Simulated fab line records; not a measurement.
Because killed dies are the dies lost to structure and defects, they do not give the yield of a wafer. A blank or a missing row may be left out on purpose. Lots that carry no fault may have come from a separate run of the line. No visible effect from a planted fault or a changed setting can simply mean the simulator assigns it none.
Lot-split experiment + flow berkeley_cmos170 + 5 lots, 23 wafers read, on a route of 331 steps

## THE SPLIT ITSELF
At UCB170_M1_PEB_07, the setting peb_temp_c was moved away from the recipe's 130 C on 7 of the 23 wafers read, by -2.3% to +1.3%. All remaining wafers had this setting at the recipe value.

## FROM THE SPLIT TO THE READING: what the file shows between them, 5 steps
- UCB170_M1_DEVELOP_08: develop time 45 s
- UCB170_M1_CD_MEAS_09: target cd 700 nm
- UCB170_M1_ETCH_11: etches BARC in N2/H2
- UCB170_M1_METAL_ETCH_12: etches Al in Cl2/BCl3, stops on PSG, target depth 780 nm, time 130 s
- UCB170_M1_STRIP_13: strips in O2

## THE READING
cd_nm, in nm, at UCB170_M1_CD_MEAS_90 (target cd 700 nm). A value of 699.2 nm with a standard deviation of 2.1 nm is what fault-free wafers of this fab line usually give.

| wafer  | tool, chamber at the split | peb_temp_c as run, C | against the recipe | cd_nm, nm | against lot-mates on the recipe |
|--------|----------------------------|----------------------|--------------------|-----------|---------------------------------|
| L075.1 | litho_track-02, 0          | 127                  | -2.3%              | 720.0     | +22.0                           |
| L075.2 | litho_track-02, 0          | 130                  | recipe             | 695.9     | -                               |
| L075.4 | litho_track-02, 0          | 127                  | -2.3%              | 722.2     | +24.2                           |
| L075.5 | litho_track-02, 0          | 130                  | recipe             | 700.0     | -                               |
| L075.6 | litho_track-02, 0          | 127                  | -2.3%              | 720.2     | +22.2                           |
| L077.1 | litho_track-01, 0          | 128.8                | -0.9%              | 705.9     | +8.2                            |
| L077.2 | litho_track-01, 0          | 130                  | recipe             | 696.7     | -                               |
| L077.3 | litho_track-01, 0          | 130                  | recipe             | 699.1     | -                               |
| L077.4 | litho_track-01, 0          | 128.8                | -0.9%              | 705.6     | +7.9                            |
| L077.5 | litho_track-01, 0          | 130                  | recipe             | 697.4     | -                               |
| L076.2 | litho_track-03, 0          | 130                  | recipe             | 697.3     | -                               |
| L076.3 | litho_track-03, 0          | 130                  | recipe             | 701.1     | -                               |
| L076.4 | litho_track-03, 0          | 130                  | recipe             | 696.7     | -                               |
| L076.5 | litho_track-03, 0          | 130                  | recipe             | 698.1     | -                               |
| L076.6 | litho_track-03, 0          | 130                  | recipe             | 697.2     | -                               |
| L083.2 | litho_track-01, 0          | 130                  | recipe             | 699.1     | -                               |
| L083.3 | litho_track-01, 0          | 130                  | recipe             | 698.8     | -                               |
| L083.4 | litho_track-01, 0          | 130                  | recipe             | 700.6     | -                               |
| L083.5 | litho_track-01, 0          | 131.7                | +1.3%              | 687.4     | -12.1                           |
| L083.6 | litho_track-01, 0          | 131.7                | +1.3%              | 690.1     | -9.4                            |
| L085.3 | litho_track-01, 0          | 130                  | recipe             | 701.9     | -                               |
| L085.4 | litho_track-01, 0          | 130                  | recipe             | 704.8     | -                               |
| L085.5 | litho_track-01, 0          | 130                  | recipe             | 703.9     | -                               |

THE FIT
A straight line over all 23 wafers: cd_nm changes by -8.91 nm for each +1% of peb_temp_c; r = -0.96; the points scatter about the line by 2.4 nm.
The same after taking each lot's own level away (the mean of its wafers on the recipe; 23 wafers): -9.47 nm for each +1%; r = -0.99; scatter 1.5 nm.
According to that fit, moving peb_temp_c by its largest amount changes the reading by 22 nm.
Across the lots, their own levels run from 697.73 to 703.53 nm, a range of 2.8 times the standard deviation given above.
So the lot-to-lot level changes the slope little: the two slopes agree.
Check: for one of the wafers moved furthest among these (-2.3%), held out of the fit, the line's prediction against its lot-mates is +22.1 nm. It came out at +22 nm against them.

## FURTHER SPLITS ON THESE WAFERS
Other splits were also applied to these wafers ahead of the reading. Each is held against what the fit with the lots' levels taken away leaves over:
| other split on the same wafers           | wafers away from the commonest value | r with cd_nm (lot level and that fit taken away) |
|------------------------------------------|--------------------------------------|--------------------------------------------------|
| UCB170_PLDD_DEVELOP_05 develop_time_s    | 7                                    | +0.17                                            |
| UCB170_NLDD_COAT_01 resist_thk_nm        | 4                                    | +0.21                                            |
| UCB170_SPACER_CVD_00 time_s              | 5                                    | +0.30                                            |
| UCB170_PSD_PEB_04 peb_temp_c             | 8                                    | -0.12                                            |
| UCB170_SILICIDE_SPUTTER_01 power_w       | 6                                    | +0.20                                            |
| UCB170_M1_SPUTTER_00 chamber_pressure_pa | 18                                   | +0.22                                            |

## THE WHOLE CHAIN: every reading that the file lists as answering this split, in the file's order
| step                 | what it does         | reading                                                   | change (the file's fit)              | r (the file's) |
|----------------------|----------------------|-----------------------------------------------------------|--------------------------------------|----------------|
| UCB170_M1_CD_MEAS_09 | target cd 700 nm     | cd_nm                                                     | -9.39 nm for each +1% of the setting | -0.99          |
| UCB170_M1_ETCH_11    | etches BARC in N2/H2 | M1.cd_nm (the simulator's own value, which no gauge read) | -9.39 nm for each +1% of the setting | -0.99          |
| UCB170_M1_CD_MEAS_90 | target cd 700 nm     | cd_nm                                                     | -9.41 nm for each +1% of the setting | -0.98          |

## FILE'S OWN FIT
cd_nm changes by -9.41 nm for each +1% of peb_temp_c, r = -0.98.
